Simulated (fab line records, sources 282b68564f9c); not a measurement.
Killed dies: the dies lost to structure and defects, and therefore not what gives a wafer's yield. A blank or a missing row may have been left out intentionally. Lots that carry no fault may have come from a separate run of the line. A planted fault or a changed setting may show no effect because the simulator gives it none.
Lot-split experiment	flow ritCmos	23 wafers read across 5 lots, on a route 202 steps long

ON THE SPLIT
At RIT_SPACER_ETCHBACK_05 (etches Si3N4 in SF6/CHF3, stops on SiO2, target depth 250 nm, time 240 s), the setting timeS was moved away from the recipe's 240 s on 8 of the 23 wafers read, by -9.2% to +5.2%. This setting was run at the recipe's value on the other wafers.

The reading is taken at the split's own step.

THE READING
oesProductAu, in a.u., at RIT_SPACER_ETCHBACK_05 (etches Si3N4 in SF6/CHF3, stops on SiO2, target depth 250 nm, time 240 s). Typical for fault-free wafers on this fab line: 0.841 a.u., with standard deviation 0.0086 a.u.

wafer	tool, chamber at the split	timeS as run, s	against the recipe	oesProductAu, a.u.	against lot-mates on the recipe
L075.2	rieDiel-03, 2	240	recipe	0.833	-
L075.3	rieDiel-03, 3	240	recipe	0.839	-
L075.4	rieDiel-03, 1	240	recipe	0.844	-
L075.5	rieDiel-03, 3	226.1	-5.8%	0.876	+0.037
L075.6	rieDiel-03, 0	226.1	-5.8%	0.865	+0.026
L077.1	rieDiel-04, 0	218	-9.2%	0.898	+0.063
L077.2	rieDiel-04, 2	240	recipe	0.823	-
L077.4	rieDiel-04, 3	240	recipe	0.841	-
L077.5	rieDiel-04, 1	240	recipe	0.842	-
L077.6	rieDiel-04, 2	218	-9.2%	0.889	+0.054
L079.1	rieDiel-03, 3	252.6	+5.2%	0.842	-0.001
L079.2	rieDiel-03, 0	240	recipe	0.837	-
L079.3	rieDiel-03, 2	240	recipe	0.847	-
L079.4	rieDiel-03, 1	240	recipe	0.846	-
L079.5	rieDiel-03, 2	252.6	+5.2%	0.842	-0.001
L083.1	rieDiel-01, 0	240	recipe	0.845	-
L083.3	rieDiel-01, 1	240	recipe	0.851	-
L083.5	rieDiel-01, 3	240	recipe	0.837	-
L085.1	rieDiel-04, 2	230.1	-4.1%	0.877	+0.029
L085.2	rieDiel-04, 3	240	recipe	0.854	-
L085.3	rieDiel-04, 0	240	recipe	0.843	-
L085.4	rieDiel-04, 1	230.1	-4.1%	0.861	+0.013
L085.6	rieDiel-04, 2	240	recipe	0.847	-

THE FIT
A straight line over all 23 wafers: oesProductAu changes by -0.00426 a.u. for each +1% of timeS; r = -0.84; the points scatter about the line by 0.01 a.u.
The same after taking each lot's own level away (the mean of its wafers on the recipe; 23 wafers): -0.00467 a.u. for each +1%; r = -0.87; scatter 0.0097 a.u.
Per that fit: largest timeS move, reading shift of 0.043 a.u.
The lots' own levels span 0.8353 to 0.8480 a.u., that is 1.5 times the standard deviation above.
The two slopes are in agreement: the lot-to-lot level therefore moves the slope only a little.
Check: +0.0411 a.u. against its lot-mates is what the line predicts for one of the wafers moved furthest among these (-9.2%) when that wafer is left out of the fit. Against them it came out at +0.0627 a.u.
Tool readings at the split's step, against how far the setting was moved: oesProductAu r = -0.84.

THESE WAFERS: OTHER SPLITS
Before the reading, these wafers also passed through other splits. Each is held against what the fit with the lots' levels taken away leaves over:
other split on the same wafers	wafers away from the commonest value	r with oesProductAu (lot level and that fit taken away)
RIT_PRETRO_DEVELOP_05 devTempC	11	-0.08
RIT_GATE_OXIDATION_05 oxTimeS	15	-0.34
RIT_GATE_COAT_11 resistThkNm	5	-0.02
RIT_GATE_STRIP_20 o2FlowSccm	9	+0.23
RIT_NLDD_SOFTBAKE_02 tempC	10	-0.03

THE WHOLE CHAIN: every reading that the file lists as answering this split, in the file's order
step	what it does	reading	change (the file's fit)	r (the file's)
RIT_SPACER_ETCHBACK_05	etches Si3N4 in SF6/CHF3, stops on SiO2, target depth 250 nm, time 240 s	oesProductAu	-0.00497 a.u. for each +1% of the setting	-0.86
RIT_SPACER_ETCHBACK_05	etches Si3N4 in SF6/CHF3, stops on SiO2, target depth 250 nm, time 240 s	poly-Si_of_GATE_CVD_08.thkNm (the simulator's own value, which no gauge read)	-0.78 nm for each +1% of the setting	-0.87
RIT_SPACER_ETCHBACK_05	etches Si3N4 in SF6/CHF3, stops on SiO2, target depth 250 nm, time 240 s	Si3N4_of_SPACER_CVD_03.thkNm (the simulator's own value, which no gauge read)	-0.498 nm for each +1% of the setting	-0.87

FILE'S OWN FIT
oesProductAu changes by -0.00497 a.u. for each +1% of timeS, r = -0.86.
